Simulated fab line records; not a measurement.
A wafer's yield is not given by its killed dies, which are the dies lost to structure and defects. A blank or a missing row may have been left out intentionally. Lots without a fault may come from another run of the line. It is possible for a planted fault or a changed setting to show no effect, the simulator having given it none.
Struck lot and sound lot, side by side ; flow berkeley_cmos170 ; 14 steps out of a route of 331
Sound: the wafers L278.1, L278.2, L278.5. Wafers struck: L276.1, L276.2, L276.4. The cause is given at the end.
Per side, at each step with rows, come the tool, then ch with its chambers, and then its first start. Under that, the readings that differ: sound wafers ; struck wafers ; difference of the means ; sigmas: that difference in standard deviations of wafers without a fault.
alike: readings with means less than 2 such deviations apart, plus words and numbers identical on both sides. not compared: withheld readings, readings lacking a value on some wafer, bounds such as >300 that could conceal the same value, and numbers that have no deviation in the record and whose values overlap.
The two part at a step that has a row with sigmas, a row that says differs or no value, or rows on one side only. When numbers do not overlap yet have no deviation, they are printed without sigmas and do not part them. A reading that every wafer of one side lacks parts them only if that side has two wafers or more.

first, 1 step without rows for these wafers: UCB170_FIELD_WET_ETCH_06 (etches SiO2 in BOE, time 22 s).
UCB170_FIELD_THK_MEAS_90:
  sound on film_metro-01, day 7 18:44; struck on film_metro-01, day 7 12:02
  alike: FIELD_OXIDE_LEFT_1_THK
then, 2 steps without rows for these wafers: UCB170_SACOX_CLEAN_00 (cleans in dHF, time 7.5 s); UCB170_SACOX_OXIDATION_01 (target thk 14.4 nm, ox time 2400 s).
UCB170_SACOX_THK_MEAS_02:
  sound on film_metro-03, day 7 23:34; struck on film_metro-02, day 7 17:50
  alike: SACOX_OXIDE_THK
then, 2 steps without rows for these wafers: UCB170_SCREENOX_WET_ETCH_00 (etches SiO2 in dHF, time 200 s); UCB170_SCREENOX_OXIDATION_01 (target thk 14.4 nm, ox time 2446 s).
UCB170_SCREENOX_THK_MEAS_02:
  sound on film_metro-03, day 8 05:20; struck on film_metro-04, day 7 22:32
  alike: SCREENOX_OXIDE_THK
then, 4 steps without rows for these wafers: UCB170_SCREENOX_ANNEAL_03 (time 900 s); UCB170_NVT_HMDS_00 (prime time 60 s); UCB170_NVT_COAT_01 (resist thk 900 nm); UCB170_NVT_SOFTBAKE_02 (time 60 s).
UCB170_NVT_EXPOSE_03: exposes mask PWELL, target cd 3000 nm.
  struck on krf_scanner-01, day 8 01:38; sound on krf_scanner-01 ch 0, day 8 13:22
  no value came back on the struck wafers for exposure_dose_mJ_cm2, focus_offset_nm (nm), stage_vel_mm_s (mm/s); on the sound wafers exposure_dose_mJ_cm2 reads 30.046 30.031 29.997
  alike: mask
following that, these wafers have no rows for 1 step: UCB170_NVT_PEB_04.

WHERE THEY PART
At UCB170_NVT_EXPOSE_03 and nowhere else, as far as this record goes.

WHY: what the simulator had put in
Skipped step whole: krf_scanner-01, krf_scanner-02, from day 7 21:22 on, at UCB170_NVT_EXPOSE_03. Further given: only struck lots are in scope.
